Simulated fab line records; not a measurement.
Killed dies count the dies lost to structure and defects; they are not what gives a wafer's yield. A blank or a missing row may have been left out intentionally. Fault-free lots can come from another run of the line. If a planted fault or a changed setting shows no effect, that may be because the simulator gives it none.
fab line records -- flow rit-cmos
record: lots: 15, wafers: 45, last-day: 7
route steps=202 shown GATE@96 PSD@145 M1@185
lots that met no fault: taken from a fault-free run of the same line
start-h: hours from the record's first day to the start of the lot's first wafer shown -- wait-h: how many hours have passed since the lot's step before this one -- " unchanged from the row above -- L1.1+2: a row that stands for several wafers -- - no value present, or no start provided -- * or withheld: withheld -- < > ~ a bound
route shown NAME@n: a module of which the file shows steps, and the number in the route of the first -- usual: mean/standard deviation of fault-free wafers -- same: alike in all rows -- chamber/n: place in a boat -- sites: readings site by site -- _std_site: their standard deviation -- _edge_site: outer sites' mean less inner sites' -- radius-mm: how far each site lies from the wafer's centre -- mask NAME#n: copy n -- behind: the tool/chamber that last shaped the wafer -- hold: why the lot was held/for how many hours/how that ended -- device: names the non-switching transistor (n, p or np) -- end of line: tests run on the same wafers once the route is complete -- for a step that has no rows: nothing shown but its recipe -- killed: dies lost to structure and defects at the first sort, not the wafer's yield -- map: a wafer's dies, x killed, . not, _ none there
set.NAME: the run value of the setting; set.NAME@STEP: its run value at that earlier step -- model.NAME: the simulator's own value behind a step, which no gauge read
a sample of lots followed through the steps of the route, with each step as a table and each wafer as a row
services: when a tool's chamber went out of use (start-h, in hours from the record's first day, below 0 if earlier), for how many hours, and the reason
== steps ==
step: RIT_GATE_STRIP_20
recipe: chemistry: O2, time-s: 180, resist: NOVOLAK, platen-temp-c: withheld, power-w: 500, pressure-mtorr: 4000, o2-flow-sccm: 4000
usual: drypump-motor-current-A: 5.4/0.44
lot.wafer,tool,chamber,start-h,wait-h,drypump-motor-current-A,rf-hours-counter-h
L880.1,plasma-asher-03,1,38.23,0.1,6.2,26
L880.5,plasma-asher-03,0,38.23,0.1,5.9,-
L880.6,plasma-asher-03,1,38.23,0.1,6.2,-
L881.1,plasma-asher-01,1,43.33,0.1,5.3,40
L881.4,plasma-asher-01,0,43.33,0.1,5.1,-
L881.5,plasma-asher-01,1,43.33,0.1,5.3,-
L884.1,plasma-asher-03,1,59.36,0.1,6.2,28
L884.2,plasma-asher-03,0,59.36,0.1,5.9,28
L884.3,plasma-asher-03,1,59.36,0.1,6.2,-
L885.1,plasma-asher-01,0,63.79,0.1,5.1,42
L885.2,plasma-asher-01,1,63.79,0.1,5.3,42
L885.3,plasma-asher-01,0,63.79,0.1,5.1,-
L886.1,plasma-asher-04,0,71.81,0.1,4.8,44
L886.4,plasma-asher-04,1,71.81,0.1,5.4,-
L886.5,plasma-asher-04,0,71.81,0.1,4.8,-
L887.1,plasma-asher-04,1,73.67,0.1,5.4,44
L887.2,plasma-asher-04,0,73.67,0.1,4.8,44
L887.5,plasma-asher-04,1,73.67,0.1,5.4,-
L888.1,plasma-asher-04,1,79.55,0.1,5.4,44
L888.2,plasma-asher-04,0,79.55,0.1,4.8,44
L888.3,plasma-asher-04,0,79.55,0.1,4.8,-
L889.2,plasma-asher-03,0,82.76,0.1,5.9,30
L889.5,plasma-asher-03,0,82.76,0.1,5.9,-
L889.6,plasma-asher-03,1,82.76,0.1,6.2,-
L890.1,plasma-asher-01,1,91.39,0.1,5.3,44
L890.3,plasma-asher-01,1,91.39,0.1,5.3,-
L890.5,plasma-asher-01,0,91.39,0.1,5.1,-
L891.1,plasma-asher-01,1,94.17,0.1,5.3,45
L891.2,plasma-asher-01,0,94.17,0.1,5.1,45
L891.6,plasma-asher-01,1,94.17,0.1,5.3,-
L893.1,plasma-asher-04,0,104.56,0.1,4.8,47
L893.2,plasma-asher-04,1,104.56,0.1,5.4,47
L893.4,plasma-asher-04,1,104.56,0.1,5.4,-
L895.3,plasma-asher-01,1,116.01,0.1,5.3,-
L895.5,plasma-asher-01,0,116.01,0.1,5.1,-
L895.6,plasma-asher-01,1,116.01,0.1,5.3,-
L899.1,plasma-asher-04,1,136.14,0.1,5.4,2
L899.2,plasma-asher-04,0,136.14,0.1,4.8,2
L899.4,plasma-asher-04,1,136.14,0.1,5.4,-
L901.2,plasma-asher-03,0,147.99,0.1,5.9,37
L901.3,plasma-asher-03,0,147.99,0.1,5.9,-
L901.6,plasma-asher-03,0,147.99,0.1,5.9,-
L903.1,plasma-asher-01,1,158.39,0.1,5.3,52
L903.4,plasma-asher-01,1,158.39,0.1,5.3,-
L903.6,plasma-asher-01,0,158.39,0.1,5.1,-
step: RIT_PSD_EXPOSE_03
recipe: mask-id: M10, na: 0.57, target-cd-nm: 40900, dose-mj: 250
lot.wafer,tool,chamber,start-h,wait-h,mask
L880.1+5+6,iline-stepper-01,0,50.15,0.2,M10#0
L881.1+4+5,iline-stepper-02,0,55.17,0.2,M10#0
L884.1+2+3,iline-stepper-02,0,71.08,0.2,M10#0
L885.1+2+3,iline-stepper-02,0,75.19,0.1,M10#0
L886.1+4+5,iline-stepper-01,0,84.44,0.2,M10#0
L887.1+2+5,iline-stepper-01,0,85.56,0.1,M10#0
L888.1+2+3,iline-stepper-02,0,90.41,0.2,M10#0
L889.2+5+6,iline-stepper-02,0,93.77,0.1,M10#0
L890.1+3+5,iline-stepper-01,0,103.13,0.2,M10#0
L891.1+2+6,iline-stepper-01,0,104.92,0.1,M10#0
L893.1+2+4,iline-stepper-02,0,118.17,0.2,M10#0
L895.3+5+6,iline-stepper-01,0,127.35,0.1,M10#0
L899.1+2+4,iline-stepper-01,0,146.81,0.2,M10#0
L901.2+3+6,iline-stepper-01,0,159.06,0.2,M10#0
L903.1+4+6,iline-stepper-01,0,170.18,0.1,M10#0
step: RIT_PSD_OVL_MEAS_06
usual: PSD_OVL: -1.8/1.3
lot.wafer,tool,chamber,start-h,wait-h,hold,PSD_OVL[nm]
L880.1,overlay-01,-,50.55,-,-,-2.1
L880.5,overlay-01,-,50.55,-,-,-1.0
L880.6,overlay-01,-,50.55,-,-,-2.5
L881.1,overlay-02,-,55.57,-,-,-0.9
L881.4,overlay-02,-,55.57,-,-,-2.7
L881.5,overlay-02,-,55.57,-,-,-1.3
L884.1,overlay-02,-,71.48,-,-,-0.6
L884.2,overlay-02,-,71.48,-,-,-3.8
L884.3,overlay-02,-,71.48,-,-,-1.8
L885.1,overlay-02,-,75.59,-,-,0.5
L885.2,overlay-02,-,75.59,-,-,-1.2
L885.3,overlay-02,-,75.59,-,-,0.0
L886.1,overlay-01,-,84.84,-,-,0.4
L886.4,overlay-01,-,84.84,-,-,-2.3
L886.5,overlay-01,-,84.84,-,-,-0.6
L887.1,overlay-01,-,85.96,-,-,-2.0
L887.2,overlay-01,-,85.96,-,-,-2.6
L887.5,overlay-01,-,85.96,-,-,-2.3
L888.1,overlay-02,-,90.91,-,await-dispo/0.2h/release,-
L888.2,overlay-02,-,90.91,-,await-dispo/0.2h/release,-
L888.3,overlay-02,-,90.91,-,await-dispo/0.2h/release,-
L888.1,overlay-02,-,91.11,0.2,-,-
L888.2,overlay-02,-,91.11,0.2,-,-
L888.3,overlay-02,-,91.11,0.2,-,-
L889.2,overlay-01,-,94.16,-,await-dispo/0.2h/release,-
L889.5,overlay-01,-,94.16,-,await-dispo/0.2h/release,-
L889.6,overlay-01,-,94.16,-,await-dispo/0.2h/release,-
L889.2,overlay-01,-,94.36,0.2,-,-
L889.5,overlay-01,-,94.36,0.2,-,-
L889.6,overlay-01,-,94.36,0.2,-,-
L890.1,overlay-01,-,103.53,-,-,0.5
L890.3,overlay-01,-,103.53,-,-,0.4
L890.5,overlay-01,-,103.53,-,-,-2.5
L891.1,overlay-02,-,105.32,-,-,-1.6
L891.2,overlay-02,-,105.32,-,-,-0.7
L891.6,overlay-02,-,105.32,-,-,-0.6
L893.1,overlay-02,-,118.57,-,await-dispo/0.2h/release,-
L893.2,overlay-02,-,118.57,-,await-dispo/0.2h/release,-
L893.4,overlay-02,-,118.57,-,await-dispo/0.2h/release,-
L893.1,overlay-02,-,118.78,0.2,-,-
L893.2,overlay-02,-,118.78,0.2,-,-
L893.4,overlay-02,-,118.78,0.2,-,-
L895.3,overlay-02,-,127.72,-,-,-0.1
L895.5,overlay-02,-,127.72,-,-,-0.6
L895.6,overlay-02,-,127.72,-,-,-1.4
L899.1,overlay-01,-,147.22,-,-,0.1
L899.2,overlay-01,-,147.22,-,-,-0.4
L899.4,overlay-01,-,147.22,-,-,-2.2
L901.2,overlay-01,-,159.45,-,-,-1.9
L901.3,overlay-01,-,159.45,-,-,-1.5
L901.6,overlay-01,-,159.45,-,-,-0.3
L903.1,overlay-02,-,170.58,-,-,-1.4
L903.4,overlay-02,-,170.58,-,-,-3.8
L903.6,overlay-02,-,170.58,-,-,-3.1
step: RIT_PSD_STRIP_09
recipe: chemistry: O2, time-s: 180, resist: NOVOLAK, platen-temp-c: withheld, power-w: 500, pressure-mtorr: 4000, o2-flow-sccm: 4000
usual: drypump-motor-current-A: 5.4/0.45
lot.wafer,tool,chamber,start-h,wait-h,drypump-motor-current-A,rf-hours-counter-h
L880.1,plasma-asher-01,0,50.90,0.1,5.1,40
L880.5,plasma-asher-01,0,50.90,0.1,5.1,-
L880.6,plasma-asher-01,1,50.90,0.1,5.3,-
L881.1,plasma-asher-01,0,55.91,0.1,5.1,41
L881.4,plasma-asher-01,0,55.91,0.1,5.1,-
L881.5,plasma-asher-01,0,55.91,0.1,5.1,-
L884.1,plasma-asher-03,1,71.82,0.1,6.2,29
L884.2,plasma-asher-03,0,71.82,0.1,5.9,29
L884.3,plasma-asher-03,1,71.82,0.1,6.2,-
L885.1,plasma-asher-04,0,75.92,0.1,4.8,44
L885.2,plasma-asher-04,1,75.92,0.1,5.4,44
L885.3,plasma-asher-04,1,75.92,0.1,5.4,-
L886.1,plasma-asher-04,0,85.17,0.1,4.8,45
L886.4,plasma-asher-04,0,85.17,0.1,4.8,-
L886.5,plasma-asher-04,0,85.17,0.1,4.8,-
L887.1,plasma-asher-01,1,86.30,0.1,5.3,44
L887.2,plasma-asher-01,0,86.30,0.1,5.1,44
L887.5,plasma-asher-01,0,86.30,0.1,5.1,-
L890.1,plasma-asher-03,1,103.87,0.1,6.1,32
L890.3,plasma-asher-03,0,103.87,0.1,5.9,-
L890.5,plasma-asher-03,0,103.87,0.1,5.9,-
L891.1,plasma-asher-04,0,105.66,0.1,4.8,47
L891.2,plasma-asher-04,1,105.66,0.1,5.4,47
L891.6,plasma-asher-04,0,105.66,0.1,4.8,-
L895.3,plasma-asher-01,1,128.18,0.1,5.3,-
L895.5,plasma-asher-01,1,128.18,0.1,5.3,-
L895.6,plasma-asher-01,0,128.18,0.1,5.1,-
L899.1,plasma-asher-04,0,147.56,0.1,4.8,3
L899.2,plasma-asher-04,1,147.56,0.1,5.4,3
L899.4,plasma-asher-04,0,147.56,0.1,4.8,-
L901.2,plasma-asher-01,1,159.78,0.1,5.3,52
L901.3,plasma-asher-01,0,159.78,0.1,5.1,-
L901.6,plasma-asher-01,0,159.78,0.1,5.1,-
L903.1,plasma-asher-01,1,170.91,0.1,5.3,53
L903.4,plasma-asher-01,0,170.91,0.1,5.1,-
L903.6,plasma-asher-01,1,170.91,0.1,5.3,-
step: RIT_M1_RS_MEAS_01
recipe: thk-meas-gauge: four-point-probe, reads: Al_of_M1_SPUTTER_00
usual: M1_AL_RS: 0.0712/0.00077
lot.wafer,tool,chamber,start-h,wait-h,M1_AL_RS[ohm/sq]
L880.1,film-metro-01,-,55.11,0.1,0.0699
L880.5,film-metro-01,-,55.11,0.1,0.0690
L880.6,film-metro-01,-,55.11,0.1,0.0695
L881.1,film-metro-02,-,60.13,0.1,0.0717
L881.4,film-metro-02,-,60.13,0.1,0.0718
L881.5,film-metro-02,-,60.13,0.1,0.0707
L884.1,film-metro-01,-,76.13,0.1,0.0718
L884.2,film-metro-01,-,76.13,0.1,0.0720
L884.3,film-metro-01,-,76.13,0.1,0.0716
L885.1,film-metro-01,-,80.24,0.1,0.0705
L885.2,film-metro-01,-,80.24,0.1,0.0712
L885.3,film-metro-01,-,80.24,0.1,0.0705
L886.1,film-metro-02,-,89.57,0.1,0.0712
L886.4,film-metro-02,-,89.57,0.1,0.0711
L886.5,film-metro-02,-,89.57,0.1,0.0710
L887.1,film-metro-02,-,90.61,0.1,0.0727
L887.2,film-metro-02,-,90.61,0.1,0.0734
L887.5,film-metro-02,-,90.61,0.1,0.0724
L890.1,film-metro-01,-,108.06,0.1,0.0701
L890.3,film-metro-01,-,108.06,0.1,0.0703
L890.5,film-metro-01,-,108.06,0.1,0.0701
L891.1,film-metro-01,-,109.84,0.1,0.0701
L891.2,film-metro-01,-,109.84,0.1,0.0718
L891.6,film-metro-01,-,109.84,0.1,0.0719
L895.3,film-metro-04,-,132.67,0.2,0.0706
L895.5,film-metro-04,-,132.67,0.2,0.0720
L895.6,film-metro-04,-,132.67,0.2,0.0715
L899.1,film-metro-04,-,151.74,0.1,0.0708
L899.2,film-metro-04,-,151.74,0.1,0.0708
L899.4,film-metro-04,-,151.74,0.1,0.0702
L901.2,film-metro-01,-,164.13,0.2,0.0721
L901.3,film-metro-01,-,164.13,0.2,0.0711
L901.6,film-metro-01,-,164.13,0.2,0.0711
L903.1,film-metro-01,-,175.28,0.1,0.0712
L903.4,film-metro-01,-,175.28,0.1,0.0716
L903.6,film-metro-01,-,175.28,0.1,0.0705
step: RIT_M1_PROBE_99
usual: defect-limited-yield: 97.2/1.2, killed_at_M0_to_M3: 0.0/0.14, killed-at-contacts: 0.1/0.31, killed-at-front-end: 7/3.2, killed-dies: 7/3.2, killed-open: 3.6/1.9, killed-short: 3.6/2, sort_bin_3_pad_short: 0.1/0.22, sort_bin_5_function: 1.6/0.93, sort_bin_6_memory: 1.0/0.66, sort-n-pass: 257/3.2, sort-yield-pct: 97.2/1.2
same: gross-dies: 264, killed_at_M4_up: 0, killed-at-back-side: 0, killed-at-other: 0
lot.wafer,tool,chamber,start-h,wait-h,defect-limited-yield[%],killed_at_M0_to_M3,killed-at-contacts,killed-at-front-end,killed-dies,killed-open,killed-short,sort_bin_3_pad_short[%],sort_bin_5_function[%],sort_bin_6_memory[%],sort-n-pass,sort-yield-pct[%]
L891.1,prober-02,-,113.68,0.1,98.1,0,0,5,5,4,1,0,1.5,0.4,259,98.1
L891.2,prober-02,-,113.73,0.1,98.1,0,0,5,5,4,1,0,0.4,1.5,259,98.1
L891.6,prober-02,-,113.93,0.2,99.2,0,0,2,2,1,1,0,0,0.8,262,99.2
L895.3,prober-01,-,136.47,0.2,97.0,0,0,8,8,3,5,0.8,0,2.3,256,97.0
L895.5,prober-01,-,136.57,0.2,97.0,0,0,8,8,3,4,0.4,0.8,1.9,256,97.0
L895.6,prober-01,-,136.62,0.2,97.3,0,0,7,7,3,4,0.4,1.5,0.8,257,97.3
L899.1,prober-01,-,155.46,0.1,93.9,0,0,16,16,8,8,0.4,4.2,1.5,248,93.9
L899.2,prober-01,-,155.51,0.1,96.6,0,0,9,9,4,4,0,1.9,1.5,255,96.6
L899.4,prober-01,-,155.61,0.2,97.0,0,0,8,8,3,5,0,2.7,0.4,256,97.0
L901.2,prober-01,-,167.88,0.1,98.5,0,0,4,4,1,3,0,0.4,1.1,260,98.5
L901.3,prober-01,-,167.93,0.2,98.5,1,0,3,4,3,1,0,0.8,0.8,260,98.5
L901.6,prober-01,-,168.08,0.2,98.9,0,0,3,3,0,3,0,1.1,0,261,98.9
L903.1,prober-01,-,179.31,0.1,95.8,0,0,11,11,5,6,0,3.0,1.1,253,95.8
L903.4,prober-01,-,179.46,0.2,96.2,0,0,10,10,8,2,0,1.5,2.3,254,96.2
L903.6,prober-01,-,179.56,0.2,97.3,0,0,7,7,4,3,0,1.5,1.1,257,97.3
killed by level:class
L891.1 GATE:geometric-particle:open=3 GATE:geometric-particle:short=1 REOX:geometric-particle:open=1
L891.2 REOX:geometric-particle:open=2 FOX1:geometric-particle:open=1 GATE:geometric-particle:open=1 GATE:geometric-particle:short=1
L891.6 GATE:geometric-particle:short=1 SILICIDE:geometric-particle:open=1
L895.3 GATE:geometric-particle:open=2 SPACER:geometric-particle:short=2 GATE:geometric-particle:short=1 REOX:geometric-particle:short=1 SILICIDE:geometric-particle:open=1 SILICIDE:geometric-particle:short=1
L895.5 GATE:geometric-particle:short=2 FOX1:geometric-particle:short=1 FOX2:geometric-particle:open=1 SPACER:geometric-particle:open=1 SPACER:geometric-particle:short=1 SILICIDE:geometric-particle:open=1 PWELL:coat-microbubble-printed=1
L895.6 GATE:geometric-particle:open=2 FOX1:geometric-particle:short=1 FOX2:geometric-particle:short=1 REOX:geometric-particle:short=1 SPACER:geometric-particle:short=1 SILICIDE:geometric-particle:open=1
L899.1 GATE:geometric-particle:open=4 FOX1:geometric-particle:short=3 GATE:geometric-particle:short=3 FOX1:geometric-particle:open=2 FOX2:geometric-particle:short=2 FOX2:geometric-particle:open=1 SILICIDE:geometric-particle:open=1
L899.2 GATE:geometric-particle:open=3 GATE:geometric-particle:short=3 SPACER:geometric-particle:short=1 SILICIDE:geometric-particle:open=1 PLDD:coat-microbubble-printed=1
L899.4 GATE:geometric-particle:short=3 FOX2:geometric-particle:short=2 GATE:geometric-particle:open=2 FOX1:geometric-particle:open=1
L901.2 SILICIDE:geometric-particle:short=2 GATE:geometric-particle:short=1 SPACER:geometric-particle:open=1
L901.3 FOX2:geometric-particle:open=1 SILICIDE:geometric-particle:short=1 SILICIDE:geometric-particle:open=1 M1:geometric-particle:open=1
L901.6 GATE:geometric-particle:short=1 REOX:geometric-particle:short=1 SPACER:geometric-particle:short=1
L903.1 GATE:geometric-particle:short=4 FOX2:geometric-particle:open=2 GATE:geometric-particle:open=2 FOX2:geometric-particle:short=1 SPACER:geometric-particle:open=1 SPACER:geometric-particle:short=1
L903.4 FOX1:geometric-particle:open=3 GATE:geometric-particle:open=3 FOX1:geometric-particle:short=2 SPACER:geometric-particle:open=2
L903.6 FOX1:geometric-particle:open=2 FOX1:geometric-particle:short=1 GATE:geometric-particle:open=1 GATE:geometric-particle:short=1 SPACER:geometric-particle:short=1 SILICIDE:geometric-particle:open=1
== services ==
tool,chamber,start-h,hours,kind
iline-stepper-02,-,49.76,1.7,pm
plasma-asher-01,-,71.10,1.1,repair
plasma-asher-04,-,93.70,0.7,repair
plasma-asher-04,-,108.75,9.0,pm
plasma-asher-04,0,108.75,9.0,vent-cycle
plasma-asher-04,1,108.75,9.0,vent-cycle
plasma-asher-04,-,117.75,2.8,pm
plasma-asher-04,0,117.75,-,clean
plasma-asher-04,1,117.75,-,clean
iline-stepper-01,0,138.01,-,calibration
== key ==
first-sign: step: RIT_PSD_OVL_MEAS_06, reading: visit, direction: added
effect: step: RIT_PSD_OVL_MEAS_06, reading: hold, direction: added
met-at RIT_PSD_EXPOSE_03
struck-lots L888,L889,L893
scrapped-behind RIT_PSD_OVL_MEAS_06 L888.1,L888.2,L888.3,L889.2,L889.5,L889.6,L893.1,L893.2,L893.4
not-acting-at RIT_GATE_STRIP_20,RIT_PSD_STRIP_09,RIT_M1_RS_MEAS_01
onset-between 75.19 90.41
fault: kind: scanner-matching-overlay, tool: iline-stepper-02, chamber: -, onset-h: 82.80, steps: RIT_PSD_EXPOSE_03, offset: 8713.5
